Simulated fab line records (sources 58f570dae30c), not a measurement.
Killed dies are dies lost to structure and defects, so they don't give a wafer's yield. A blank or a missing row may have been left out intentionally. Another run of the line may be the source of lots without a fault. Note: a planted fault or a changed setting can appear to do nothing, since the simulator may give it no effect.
What tool caused it? -- flow berkeley cmos170 -- 13 lots with 39 wafers sampled at 2 steps, on a route of 331 steps

WHAT THE GAUGES SHOWED, per wafer
UCB170_PWELL_OVL_MEAS_13.
lot,measured,on,PWELL_OVL (nm)
L643,day 3 08:27,overlay-02,-9 -2 -2
L642,day 3 08:43,overlay-01,-8 1 -9
L644,day 3 20:23,overlay-02,5 1 4
L646,day 4 00:15,overlay-01,-2 -7 -4
L647,day 4 07:20,overlay-01,0 2 -2
L650,day 5 01:32,overlay-01,10 10 7
L656,day 6 07:56,overlay-01,2 -1 -5
L657,day 6 12:40,overlay-02,2 -3 -5
L658,day 6 12:19,overlay-02,0 2 2
L660,day 7 08:59,overlay-01,2 -1 3
L662,day 7 16:35,overlay-01,1 8 -2
L663,day 7 16:14,overlay-02,-5 -4 2
L665,day 8 04:01,overlay-01,-5 -1 -5

EACH LOT AND THE TOOL THAT RAN IT (in order: tool; ch and the chambers of the sampled wafers; start)
lot,UCB170_ZERO_STRIP_07
L643,"plasma asher-04 ch 0,1, day 1 23:25"
L642,"plasma asher-02 ch 0,1, day 1 23:33"
L644,"plasma asher-02 ch 0,1, day 2 06:34"
L646,"plasma asher-01 ch 0,1, day 2 17:40"
L647,"plasma asher-01 ch 0,1, day 2 23:24"
L650,"plasma asher-02 ch 0,1, day 3 09:14"
L656,"plasma asher-01 ch 0,1, day 4 21:56"
L657,"plasma asher-01 ch 0,1, day 5 03:25"
L658,"plasma asher-04 ch 0,1, day 5 03:41"
L660,"plasma asher-04 ch 0,1, day 5 18:22"
L662,"plasma asher-02 ch 0,1, day 6 03:04"
L663,"plasma asher-01 ch 0,1, day 6 09:05"
L665,"plasma asher-01 ch 0,1, day 6 15:52"
- UCB170_ZERO_STRIP_07: strips in O2.

WHAT THE TOOLS THEMSELVES READ (means of the sampled wafers that have a number; where no wafer has one, the mark that the record gives instead)
UCB170_ZERO_STRIP_07.
lot,tool,drypump motor current A (A),o2 flow sccm (sccm),oes product au (a.u.),strip time to endpoint s (s)
L643,plasma asher-04,6.0,398.8,0.730,21.56
L642,plasma asher-02,5.0,400.8,0.728,21.40
L644,plasma asher-02,5.3,399.8,0.721,21.56
L646,plasma asher-01,6.3,400.5,0.724,21.44
L647,plasma asher-01,6.3,398.7,0.724,21.56
L650,plasma asher-02,5.3,399.2,0.725,21.37
L656,plasma asher-01,6.3,399.8,0.728,21.47
L657,plasma asher-01,6.3,400.4,0.725,21.43
L658,plasma asher-04,5.8,399.5,0.722,21.59
L660,plasma asher-04,5.9,398.4,0.728,21.49
L662,plasma asher-02,5.0,399.0,0.725,21.39
L663,plasma asher-01,6.3,398.5,0.728,21.43
L665,plasma asher-01,6.3,400.3,0.729,21.47

THE ANSWER, worked out from the rows above alone
Rule: usual is defined by the lots themselves. The widest of any qualifying gaps counts: lots, ordered by their means at a reading, are off when they make up no more than a third of the lots, leave a main group of 4 or more, and stand apart from it by 3 or more times the standard deviation of that group's means. Not used: any main group whose means are identical at the precision the tables above print for the reading. A lot without any number at a reading at which 4 lots or more have one is off too. Where the step has rows for the other lots, those lots are counted as sound. After the gauges, taken in route order, come the tools' own readings; for these a lot's mean is taken, as printed above. At the first step where some lot is off, the reading lying furthest off is the one used; lots without a number count as furthest.
None of the lots is off at any reading shown; this tells nothing.

WHAT THE SIMULATOR HAD INSERTED
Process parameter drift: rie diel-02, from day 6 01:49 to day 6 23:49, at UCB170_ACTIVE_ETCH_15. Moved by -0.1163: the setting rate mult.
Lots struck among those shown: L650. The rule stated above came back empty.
